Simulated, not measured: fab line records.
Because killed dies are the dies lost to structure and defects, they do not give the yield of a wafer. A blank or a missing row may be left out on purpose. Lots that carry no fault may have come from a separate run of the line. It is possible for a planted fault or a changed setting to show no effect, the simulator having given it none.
fab line records | flow rit-cmos
record lots=11 | wafers=33 | last-day=7
route steps=202 shown ACTIVE@2 M1@202
lots untouched by any fault: they come from a run of this same line in which no faults occurred
start-h: start of the lot's first displayed wafer, in hours after the record's first day | wait-h: how many hours have passed since the lot's step before this one | " repeats the value in the row above | L1.1+2: a row that stands for several wafers | - either no value or no given start | * or withheld: withheld | < > ~ a bound
route shown NAME@n: names a module that has steps shown in the file, with the first one's number in the route | usual: mean and standard deviation over wafers with no fault | same: alike in all rows | chamber/n: place in a boat | sites: readings site by site | _std_site: standard deviation of those values | _edge_site: outer sites' mean less inner sites' | radius-mm: for every site, how far away it sits from the centre of the wafer | mask NAME#n: copy n | behind: the most recent tool/chamber to have shaped the wafer | hold: reason for holding the lot/hours on hold/outcome of the hold | device: names the non-switching transistor (n, p or np) | end of line: tests run on the same wafers once the route is complete | a step with no rows: only its recipe | killed: the dies lost at the first sort to structure and to defects; this is not the yield of the wafer | map: dies across one wafer; x = killed, . = not, _ = none there
set.NAME: setting as actually run; set.NAME@STEP: the setting as run at that earlier step | model.NAME: the simulator's own value behind a step, which no gauge read
a sample of lots followed through the steps of the route, with each step as a table and each wafer as a row
services: a tool's chamber out of use, with start hour (start-h, from the record's first day; less than 0 if before it), hours out, and reason
## steps
# step RIT_ACTIVE_OXIDATION_01
# recipe temp-c=1000 | ambient=O2 | target-thk-a=468 | ox-time-s=3360
# usual spike-tc-load-C=1028/3.1
lot.wafer | tool       | chamber | start-h | wait-h | spike-tc-load-C
L343.3    | furnace-02 | 0       | 10.12   | 0.1    | 1029
L343.4    | "          | 0       | "       | "      | 1030
L343.5    | "          | 0       | "       | "      | 1031
L344.1    | furnace-01 | 0       | 15.12   | 0.1    | 1021
L344.3    | "          | 0       | "       | "      | 1023
L344.4    | "          | 0       | "       | "      | 1023
L346.2    | furnace-01 | 0       | 25.12   | 0.1    | 1024
L346.3    | "          | 0       | "       | "      | 1024
L346.5    | "          | 0       | "       | "      | 1023
L347.1    | furnace-04 | 0       | 30.12   | 0.1    | 1028
L347.2    | "          | 0       | "       | "      | 1026
L347.6    | "          | 0       | "       | "      | 1026
L353.1    | furnace-02 | 0       | 60.12   | 0.1    | 1032
L353.4    | "          | 0       | "       | "      | 1030
L353.6    | "          | 0       | "       | "      | 1030
L354.2    | furnace-02 | 0       | 65.29   | 0.2    | 1031
L354.5    | "          | 0       | "       | "      | 1030
L354.6    | "          | 0       | "       | "      | 1030
L355.2    | furnace-01 | 0       | 70.12   | 0.1    | 1025
L355.3    | "          | 0       | "       | "      | 1024
L355.6    | "          | 0       | "       | "      | 1024
L357.3    | furnace-01 | 0       | 80.12   | 0.1    | 1023
L357.4    | "          | 0       | "       | "      | 1024
L357.5    | "          | 0       | "       | "      | 1024
L359.2    | furnace-04 | 0       | 90.12   | 0.1    | 1028
L359.3    | "          | 0       | "       | "      | 1026
L359.4    | "          | 0       | "       | "      | 1026
L361.1    | furnace-01 | 0       | 100.12  | 0.1    | 1023
L361.3    | "          | 0       | "       | "      | 1022
L361.6    | "          | 0       | "       | "      | 1024
L364.4    | furnace-04 | 0       | 115.23  | 0.2    | 1026
L364.5    | "          | 0       | "       | "      | 1025
L364.6    | "          | 0       | "       | "      | 1028
# step RIT_M1_PROBE_99
# usual killed_at_M0_to_M3=0.0/0.083 | killed-at-contacts=0.1/0.28 | killed-at-front-end=6.5/3 | killed-dies=7/3 | killed-on-rim=1.8/1.5 | killed-open=3.2/2 | killed-short=3.2/1.9
# same gross-dies=264 | killed_at_M4_up=0 | killed-at-back-side=0 | killed-at-other=0
lot.wafer | tool      | chamber | start-h | wait-h | killed_at_M0_to_M3 | killed-at-contacts | killed-at-front-end | killed-dies | killed-on-rim | killed-open | killed-short
L343.3    | prober-01 | -       | 58.92   | 0.2    | 0                  | 0                  | 11                  | 11          | 2             | 5           | 6
L343.4    | prober-01 | -       | 58.97   | 0.2    | 0                  | 0                  | 7                   | 7           | 2             | 4           | 3
L343.5    | prober-01 | -       | 59.02   | 0.2    | 0                  | 0                  | 9                   | 9           | 4             | 3           | 6
L344.1    | prober-02 | -       | 63.62   | 0.1    | 0                  | 0                  | 13                  | 13          | 6             | 3           | 9
L344.3    | prober-02 | -       | 63.72   | 0.2    | 0                  | 0                  | 3                   | 3           | 0             | 1           | 2
L344.4    | prober-02 | -       | 63.77   | 0.2    | 0                  | 0                  | 2                   | 2           | 0             | 1           | 1
L346.2    | prober-02 | -       | 75.54   | 0.1    | 0                  | 0                  | 4                   | 4           | 1             | 4           | 0
L346.3    | prober-02 | -       | 75.59   | 0.2    | 0                  | 0                  | 0                   | 0           | 0             | 0           | 0
L346.5    | prober-02 | -       | 75.69   | 0.2    | 0                  | 0                  | 3                   | 3           | 1             | 2           | 1
L347.1    | prober-01 | -       | 77.66   | 0.1    | 0                  | 0                  | 5                   | 5           | 2             | 4           | 1
L347.2    | prober-01 | -       | 77.71   | 0.1    | 0                  | 0                  | 10                  | 10          | 2             | 7           | 3
L347.6    | prober-01 | -       | 77.91   | 0.2    | 0                  | 1                  | 10                  | 11          | 5             | 4           | 7
L353.1    | prober-01 | -       | 109.99  | 0.1    | 0                  | 0                  | 119                 | 119         | 37            | 2           | 6
L353.4    | prober-01 | -       | 110.14  | 0.2    | 0                  | 0                  | 120                 | 120         | 39            | 0           | 4
L353.6    | prober-01 | -       | 110.24  | 0.2    | 0                  | 0                  | 113                 | 113         | 26            | 3           | 3
L354.2    | prober-02 | -       | 112.90  | 0.1    | 0                  | 0                  | 109                 | 109         | 27            | 1           | 0
L354.5    | prober-02 | -       | 113.05  | 0.2    | 0                  | 0                  | 98                  | 98          | 23            | 3           | 3
L354.6    | prober-02 | -       | 113.10  | 0.2    | 0                  | 0                  | 111                 | 111         | 35            | 1           | 1
L355.2    | prober-01 | -       | 116.73  | 0.1    | 0                  | 0                  | 5                   | 5           | 2             | 3           | 2
L355.3    | prober-01 | -       | 116.78  | 0.2    | 0                  | 0                  | 3                   | 3           | 0             | 1           | 2
L355.6    | prober-01 | -       | 116.93  | 0.2    | 0                  | 0                  | 7                   | 7           | 2             | 3           | 4
L357.3    | prober-01 | -       | 126.23  | 0.2    | 0                  | 0                  | 5                   | 5           | 1             | 3           | 2
L357.4    | prober-01 | -       | 126.28  | 0.2    | 0                  | 0                  | 11                  | 11          | 4             | 3           | 8
L357.5    | prober-01 | -       | 126.33  | 0.2    | 0                  | 1                  | 6                   | 7           | 2             | 3           | 4
L359.2    | prober-01 | -       | 141.23  | 0.1    | 0                  | 0                  | 7                   | 7           | 1             | 4           | 3
L359.3    | prober-01 | -       | 141.28  | 0.2    | 0                  | 0                  | 11                  | 11          | 2             | 6           | 5
L359.4    | prober-01 | -       | 141.33  | 0.2    | 0                  | 0                  | 7                   | 7           | 1             | 3           | 4
L361.1    | prober-01 | -       | 146.83  | 0.1    | 1                  | 0                  | 11                  | 12          | 1             | 4           | 7
L361.3    | prober-01 | -       | 146.93  | 0.2    | 0                  | 0                  | 3                   | 3           | 1             | 1           | 2
L361.6    | prober-01 | -       | 147.08  | 0.2    | 0                  | 0                  | 5                   | 5           | 1             | 4           | 1
L364.4    | prober-02 | -       | 162.78  | 0.2    | 0                  | 0                  | 6                   | 6           | 2             | 2           | 4
L364.5    | prober-02 | -       | 162.83  | 0.2    | 0                  | 0                  | 7                   | 7           | 3             | 2           | 5
L364.6    | prober-02 | -       | 162.88  | 0.2    | 0                  | 0                  | 5                   | 5           | 2             | 3           | 2
# killed by level:class
L343.3 GATE:geometric-particle:open=5 GATE:geometric-particle:short=3 REOX:geometric-particle:short=1 SPACER:geometric-particle:short=1 SILICIDE:geometric-particle:short=1
L343.4 REOX:geometric-particle:open=2 FOX2:geometric-particle:open=1 GATE:geometric-particle:open=1 GATE:geometric-particle:short=1 SPACER:geometric-particle:short=1 SILICIDE:geometric-particle:short=1
L343.5 GATE:geometric-particle:short=6 GATE:geometric-particle:open=2 FOX1:geometric-particle:open=1
L344.1 FOX2:geometric-particle:short=3 SILICIDE:geometric-particle:open=3 SILICIDE:geometric-particle:short=3 GATE:geometric-particle:short=2 REOX:geometric-particle:short=1 ACTIVE:coat-microbubble-printed=1
L344.3 GATE:geometric-particle:open=1 GATE:geometric-particle:short=1 SPACER:geometric-particle:short=1
L344.4 FOX2:geometric-particle:open=1 SPACER:geometric-particle:short=1
L346.2 FOX1:geometric-particle:open=2 SILICIDE:geometric-particle:open=2
L346.5 GATE:geometric-particle:open=1 GATE:geometric-particle:short=1 SILICIDE:geometric-particle:open=1
L347.1 SILICIDE:geometric-particle:open=2 FOX1:geometric-particle:open=1 GATE:geometric-particle:open=1 GATE:geometric-particle:short=1
L347.2 GATE:geometric-particle:open=3 FOX1:geometric-particle:open=2 GATE:geometric-particle:short=2 REOX:geometric-particle:open=1 REOX:geometric-particle:short=1 SILICIDE:geometric-particle:open=1
L347.6 GATE:geometric-particle:short=5 GATE:geometric-particle:open=2 FOX2:geometric-particle:open=1 REOX:geometric-particle:short=1 REOX:geometric-particle:open=1 CONTACT:geometric-particle:short=1
L353.1 ACTIVE:unspecified=111 FOX1:geometric-particle:open=2 REOX:geometric-particle:short=2 SPACER:geometric-particle:short=2 FOX1:geometric-particle:short=1 SILICIDE:geometric-particle:short=1
L353.4 ACTIVE:unspecified=116 SILICIDE:geometric-particle:short=2 GATE:geometric-particle:short=1 REOX:geometric-particle:short=1
L353.6 ACTIVE:unspecified=107 GATE:geometric-particle:short=3 FOX2:geometric-particle:open=1 GATE:geometric-particle:open=1 SILICIDE:geometric-particle:open=1
L354.2 ACTIVE:unspecified=108 REOX:geometric-particle:open=1
L354.5 ACTIVE:unspecified=92 GATE:geometric-particle:open=3 GATE:geometric-particle:short=2 SILICIDE:geometric-particle:short=1
L354.6 ACTIVE:unspecified=109 SPACER:geometric-particle:short=1 SILICIDE:geometric-particle:open=1
L355.2 GATE:geometric-particle:open=2 GATE:geometric-particle:short=2 SPACER:geometric-particle:open=1
L355.3 GATE:geometric-particle:short=1 GATE:geometric-particle:open=1 SILICIDE:geometric-particle:short=1
L355.6 GATE:geometric-particle:open=2 SPACER:geometric-particle:short=2 GATE:geometric-particle:short=1 SPACER:geometric-particle:open=1 SILICIDE:geometric-particle:short=1
L357.3 FOX2:geometric-particle:open=1 GATE:geometric-particle:open=1 GATE:geometric-particle:short=1 REOX:geometric-particle:short=1 SPACER:geometric-particle:open=1
L357.4 REOX:geometric-particle:short=4 GATE:geometric-particle:short=2 FOX1:geometric-particle:short=1 FOX1:geometric-particle:open=1 GATE:geometric-particle:open=1 REOX:geometric-particle:open=1 SPACER:geometric-particle:short=1
L357.5 FOX2:geometric-particle:open=1 GATE:geometric-particle:short=1 REOX:geometric-particle:open=1 SPACER:geometric-particle:short=1 SILICIDE:geometric-particle:open=1 SILICIDE:geometric-particle:short=1 CONTACT:geometric-particle:short=1
L359.2 FOX1:geometric-particle:open=3 GATE:geometric-particle:short=2 FOX1:geometric-particle:short=1 REOX:geometric-particle:open=1
L359.3 SILICIDE:geometric-particle:open=3 REOX:geometric-particle:short=2 REOX:geometric-particle:open=2 FOX1:geometric-particle:short=1 SPACER:geometric-particle:open=1 SPACER:geometric-particle:short=1 SILICIDE:geometric-particle:short=1
L359.4 GATE:geometric-particle:short=3 GATE:geometric-particle:open=2 REOX:geometric-particle:open=1 SILICIDE:geometric-particle:short=1
L361.1 FOX1:geometric-particle:short=3 REOX:geometric-particle:short=3 FOX1:geometric-particle:open=1 FOX2:geometric-particle:open=1 REOX:geometric-particle:open=1 SPACER:geometric-particle:open=1 M1:geometric-particle:short=1 NWELL:coat-microbubble-printed=1
L361.3 GATE:geometric-particle:short=1 GATE:geometric-particle:open=1 REOX:geometric-particle:short=1
L361.6 GATE:geometric-particle:open=2 FOX1:geometric-particle:open=1 GATE:geometric-particle:short=1 SPACER:geometric-particle:open=1
L364.4 SPACER:geometric-particle:short=2 FOX2:geometric-particle:open=1 GATE:geometric-particle:short=1 GATE:geometric-particle:open=1 REOX:geometric-particle:short=1
L364.5 GATE:geometric-particle:short=2 FOX1:geometric-particle:short=1 GATE:geometric-particle:open=1 REOX:geometric-particle:short=1 REOX:geometric-particle:open=1 SPACER:geometric-particle:short=1
L364.6 GATE:geometric-particle:open=3 GATE:geometric-particle:short=1 REOX:geometric-particle:short=1
## services
tool       | chamber | start-h | hours | kind
furnace-04 | -       | -11.55  | 2.6   | pm
furnace-02 | -       | 2.12    | 3.5   | pm
furnace-02 | -       | 14.38   | 1.5   | repair
furnace-01 | -       | 35.48   | 20.7  | pm
furnace-01 | -       | 86.96   | 3.6   | pm
furnace-01 | -       | 90.60   | 2.5   | pm
## key
first-sign step=RIT_M1_PROBE_99 | reading=killed-at-front-end | direction=up | sigmas=35 | usual=6.5 | struck=111.7
effect step=RIT_M1_PROBE_99 | reading=killed-dies | direction=up | sigmas=35 | usual=7 | struck=112
met-at RIT_ACTIVE_OXIDATION_01
struck-lots L353,L354
tester-left-out L353,L354
onset-between 10.12 60.12
fault kind=chamber-particle-source | tool=furnace-02 | chamber=- | onset-h=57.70 | steps=RIT_ACTIVE_OXIDATION_01 | rate-per-visit-cm2=0.97896 | end-h=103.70
# tester-left-out: of these lots the tester's yield and bins aren't shown, on N5 and GAA mostly nor the transistor test; their killed dies are dies lost to structure and defects alone, not to doping, threshold or leakage, so they don't give the yield
